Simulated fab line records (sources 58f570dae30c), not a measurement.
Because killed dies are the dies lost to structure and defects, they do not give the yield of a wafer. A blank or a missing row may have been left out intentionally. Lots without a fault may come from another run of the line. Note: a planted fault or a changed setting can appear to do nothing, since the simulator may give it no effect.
Which tool was responsible? -- flow berkeley_cmos170 -- 14 lots with 42 wafers sampled at 4 steps, on a route of 331 steps

WHAT THE GAUGES SHOWED, per wafer
UCB170_NWELL_OVL_MEAS_12. Usual: for NWELL_OVL the level is -1 nm and the standard deviation is 7.2.
lot,measured,on,NWELL_OVL (nm),flag
L831,day 2 18:46,overlay-02,1 3 6,
L837,day 3 21:17,overlay-02,-3 2 -3,
L838,day 4 01:50,overlay-01,-1 -9 2,
L840,day 4 15:45,overlay-02,-5 -4 -1,
L841,day 4 22:40,overlay-02,5 1 4,
L844,day 5 08:22,overlay-01,-1 8 5,
L843,day 5 08:38,overlay-02,-18 -25 -14,
L845,day 5 18:01,overlay-01,-2 -3 4,
L846,day 6 00:11,overlay-01,4 3 5,
L847,day 6 06:01,overlay-02,6 3 -1,
L848,day 6 06:08,overlay-01,-2 1 6,
L849,day 6 19:16,overlay-01,4 2 6,
L850,day 6 19:35,overlay-02,-4 -7 -11,
L853,day 7 17:15,overlay-02,1 -6 1,

UCB170_SCREENOX_THK_MEAS_02. Usual: for SCREENOX_OXIDE_THK the level is 14.35 nm and the standard deviation is 0.24.
lot,measured,on,SCREENOX_OXIDE_THK (nm),flag
L831,day 6 22:03,film_metro-02,14.19 14.22 14.50,
L837,day 7 14:15,film_metro-04,14.30 14.15 14.23,
L838,day 7 17:13,film_metro-04,22.47 22.31 22.41,OFF
L840,day 8 15:25,film_metro-04,22.74 23.29 22.83,OFF
L841,day 8 12:46,film_metro-03,14.70 14.36 14.78,
L844,day 9 01:17,film_metro-02,14.46 14.17 14.32,
L843,day 9 01:17,film_metro-03,14.64 14.40 14.36,
L845,day 9 01:17,film_metro-04,14.17 14.02 14.44,
L846,day 9 23:44,film_metro-03,14.36 14.17 13.93,
L847,day 9 23:40,film_metro-02,14.31 14.47 14.46,
L848,day 9 23:42,film_metro-04,14.52 14.48 14.59,
L849,day 9 23:44,film_metro-02,14.08 14.32 14.24,
L850,day 9 23:40,film_metro-03,14.11 13.98 14.28,
L853,day 11 09:41,film_metro-02,14.89 14.71 14.66,

UCB170_M3_CD_MEAS_15 targets a cd of 700 nm. Usual: cd_nm 699.6 nm, standard deviation 1.7.
lot,measured,on,cd_nm (nm),flag
L831,day 9 10:57,cd_sem-02,697.8 698.0 699.3,
L837,day 10 04:23,cd_sem-02,699.7 700.2 699.8,
L838,day 10 01:10,cd_sem-02,698.3 699.9 698.3,
L840,day 11 01:40,cd_sem-01,698.8 697.8 698.9,
L841,day 11 01:26,cd_sem-02,700.4 701.4 700.1,
L844,day 11 15:08,cd_sem-01,700.9 701.6 700.8,
L843,day 11 17:50,cd_sem-01,701.8 703.7 704.2,
L845,day 11 20:49,cd_sem-01,700.9 699.9 698.9,
L846,day 12 21:34,cd_sem-02,698.0 698.0 698.7,
L847,day 12 22:26,cd_sem-02,697.0 696.3 697.5,
L848,day 12 18:53,cd_sem-01,702.1 701.4 701.5,
L849,day 12 22:11,cd_sem-01,699.2 699.1 699.6,
L850,day 12 22:44,cd_sem-02,698.3 698.8 699.8,
L853,day 14 08:46,cd_sem-02,700.7 702.1 701.9,

TOOL THAT RAN EACH LOT (tool first, then ch and the chambers of the sampled wafers, then the start)
lot,UCB170_SCREENOX_OXIDATION_01
L831,"furnace-01 ch 0, day 6 20:22"
L837,"furnace-01 ch 0, day 7 12:32"
L838,"furnace-01 ch 0, day 7 12:32"
L840,"furnace-02 ch 0, day 8 11:04 and furnace-01 ch 0, day 8 13:44"
L841,"furnace-02 ch 0, day 8 11:04"
L844,"furnace-02 ch 0, day 8 23:37"
L843,"furnace-02 ch 0, day 8 23:37"
L845,"furnace-02 ch 0, day 8 23:37"
L846,"furnace-04 ch 0, day 9 21:59"
L847,"furnace-04 ch 0, day 9 21:59"
L848,"furnace-04 ch 0, day 9 21:59"
L849,"furnace-04 ch 0, day 9 21:59"
L850,"furnace-04 ch 0, day 9 21:59"
L853,"furnace-02 ch 0, day 11 07:58"
- UCB170_SCREENOX_OXIDATION_01: target thk 14.4 nm, ox time 2400 s.

WHAT THE TOOLS THEMSELVES READ (means of the sampled wafers that have a number; where no wafer has one, the mark that the record gives instead)
UCB170_SCREENOX_OXIDATION_01. Usual: tube_center_temp_C_max 902.3, standard deviation 0.35.
lot,tool,tube_center_temp_C_max,flag
L831,furnace-01,902.4,
L837,furnace-01,902.2,
L838,furnace-01,902.2,
L840,furnace-02/furnace-01,902.4,
L841,furnace-02,902.2,
L844,furnace-02,902.1,
L843,furnace-02,902.4,
L845,furnace-02,902.3,
L846,furnace-04,902.3,
L847,furnace-04,902.2,
L848,furnace-04,902.4,
L849,furnace-04,901.9,
L850,furnace-04,902.2,
L853,furnace-02,902.3,

THE ANSWER, worked out from the rows above alone
Rule: a lot counts as off when the mean over its wafers that have a number is more than 3 standard deviations away from the usual mean. Also off: a lot with no number at a reading for which 4 or more lots have one. Where the step has rows for the other lots, those lots are counted as sound. First the gauges in route order, then the tools' own readings, where a lot's mean is used as printed above. The first step at which some lot is off is used, and at that step the reading that is off furthest; a lot without a number counts as furthest.
Off: L838, L840, seen at UCB170_SCREENOX_THK_MEAS_02 (SCREENOX_OXIDE_THK).
If a tool, at a process step before that reading, ran all the lots that are off and no sound lot after the first of them, it fits. Gauges at UCB170_SCREENOX_THK_MEAS_02: tried the same way as those tools. One fits: furnace-01 at UCB170_SCREENOX_OXIDATION_01. A fault onset in the window from L837 (day 7 12:32, its last sound lot) to L838 (day 7 12:32, its first lot off) fits.

WHAT THE SIMULATOR PUT IN
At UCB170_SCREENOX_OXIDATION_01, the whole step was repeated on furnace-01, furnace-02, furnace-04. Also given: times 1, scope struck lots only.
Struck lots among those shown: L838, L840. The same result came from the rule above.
